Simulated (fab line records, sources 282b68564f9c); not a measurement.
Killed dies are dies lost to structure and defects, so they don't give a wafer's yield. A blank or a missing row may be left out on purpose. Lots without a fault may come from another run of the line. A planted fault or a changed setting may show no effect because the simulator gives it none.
A struck lot beside a sound one | flow rit_cmos | 17 steps out of a route of 202
Sound: wafers L626.3, L626.4, L626.6. Struck: wafers L622.1, L622.4, L622.5. The cause comes at the end.
At each step with rows: each side's tool, then ch and its chambers, then its first start. Under that, the readings that differ: sound wafers | struck wafers | difference of the means | sigmas: that difference in standard deviations of wafers without a fault.
alike: readings whose means differ by less than 2 such deviations, and words and numbers that are the same on both sides. not compared: withheld readings, readings that some wafer has no value for, bounds like >300 that may hide the same value, and numbers for which the record gives no deviation and whose values overlap.
The two part at a step that has a row with sigmas, a row that says differs or no value, or rows on one side only. Numbers that don't overlap but have no deviation are shown without sigmas and don't part them. A reading that every wafer of one side lacks parts them only if that side has two wafers or more.

first, 1 step without rows for these wafers: RIT_PRETRO_DEVELOP_05 (develop time 68 s).
RIT_PRETRO_OVL_MEAS_06:
  sound on overlay-02, day 6 10:41; struck on overlay-01, day 5 16:35
  alike: PRETRO_OVL
then, 2 steps without rows for these wafers: RIT_PRETRO_HARDBAKE_07 (time 120 s); RIT_PRETRO_IMPLANT_08.
RIT_PRETRO_STRIP_09: strips in O2, time 180 s.
  sound on plasma_asher-04 ch 0,1, day 6 11:13; struck on plasma_asher-04 ch 0,1, day 5 17:01
  alike: drypump_motor_current_A
  not compared: rf_hours_counter_h
RIT_PRETRO_TW_MEAS_10:
  sound on film_metro-02, day 6 11:21; struck on film_metro-04, day 5 17:11
  alike: PRETRO_TW
then, 5 steps without rows for these wafers: RIT_GATE_WET_ETCH_00 (etches SiO2 in BOE, target depth 56 nm, time 60 s); RIT_GATE_CLEAN_01 (cleans in SC1, time 600 s); RIT_GATE_CLEAN_02 (cleans in dHF, time 30 s); RIT_GATE_CLEAN_03 (cleans in SC2, time 600 s); RIT_GATE_CLEAN_04 (cleans in dHF, time 60 s).
RIT_FOX2_THK_MEAS_91:
  sound on film_metro-02, day 6 11:50; struck on film_metro-03, day 5 17:40
  alike: FIELD_OXIDE_LEFT_2_THK
RIT_GATE_OXIDATION_05: target thk 3 nm, ox time 270 s.
  sound on furnace-02 ch 0, day 6 11:52; struck on furnace-03 ch 0, day 5 17:44
  reading                                     | sound             | struck            | difference | sigmas
  ox_time_s (s)                               | 270 270 270       | 391.5 391.5 391.5 | +121.5     |
  model.SiO2_of_GATE_OXIDATION_05.thk_nm (nm) | 2.967 2.968 3.003 | 3.988 3.988 3.952 | +0.997     |
then, 1 step without rows for these wafers: RIT_GATE_ANNEAL_06 (time 600 s).
RIT_GATE_THK_MEAS_07:
  sound on film_metro-03, day 6 13:13; struck on film_metro-03, day 5 19:03
  reading             | sound          | struck         | difference | sigmas
  GATE_OXIDE_THK (nm) | 2.91 3.01 3.01 | 4.01 3.93 3.98 | +1.00      | +14
then, 1 step without rows for these wafers: RIT_GATE_CVD_08 (deposits poly-Si from SiH4, target thk 250 nm, time 2220 s).
RIT_M1_PROBE_99:
  sound on prober-01, day 7 12:20; struck on prober-01, day 6 18:31
  reading                             | sound             | struck            | difference | sigmas
  model.etest.pmos_0p3.r_on_ohm_um    | 6119 6240 6149    | 7984 7910 7905    | +1764      |
  model.etest.pmos_turned.r_on_ohm_um | 3212 3268 3202    | 3898 3828 3817    | +620       |
  model.etest.pmos_0p15.r_on_ohm_um   | 2609 2650 2609    | 3174 3143 3100    | +516       |
  model.etest.nmos_0p3.r_on_ohm_um    | 2093 2128 2140    | 2723 2734 2708    | +601       |
  model.etest.nmos_0p15.r_on_ohm_um   | 1048 1082 1086    | 1274 1265 1274    | +199       |
  model.etest.nmos_0p15.drive_ua_um   | 485.6 486.5 486.4 | 359.5 367.2 377.6 | -118.1     |
  model.etest.nmos_narrow.drive_ua_um | 227.5 232.7 226.6 | 144.5 144.8 145.5 | -84.0      |
  model.etest.nmos_0p3.drive_ua_um    | 226.2 227.4 225.6 | 146.8 147.7 149.8 | -78.3      |
  alike: killed_at_contacts, killed_at_front_end, killed_dies, killed_open, killed_short

WHERE THEY PART
Only at RIT_GATE_THK_MEAS_07, within this record. Later steps at which nothing parts them and some readings are alike: RIT_M1_PROBE_99.

WHY: what the simulator had put in
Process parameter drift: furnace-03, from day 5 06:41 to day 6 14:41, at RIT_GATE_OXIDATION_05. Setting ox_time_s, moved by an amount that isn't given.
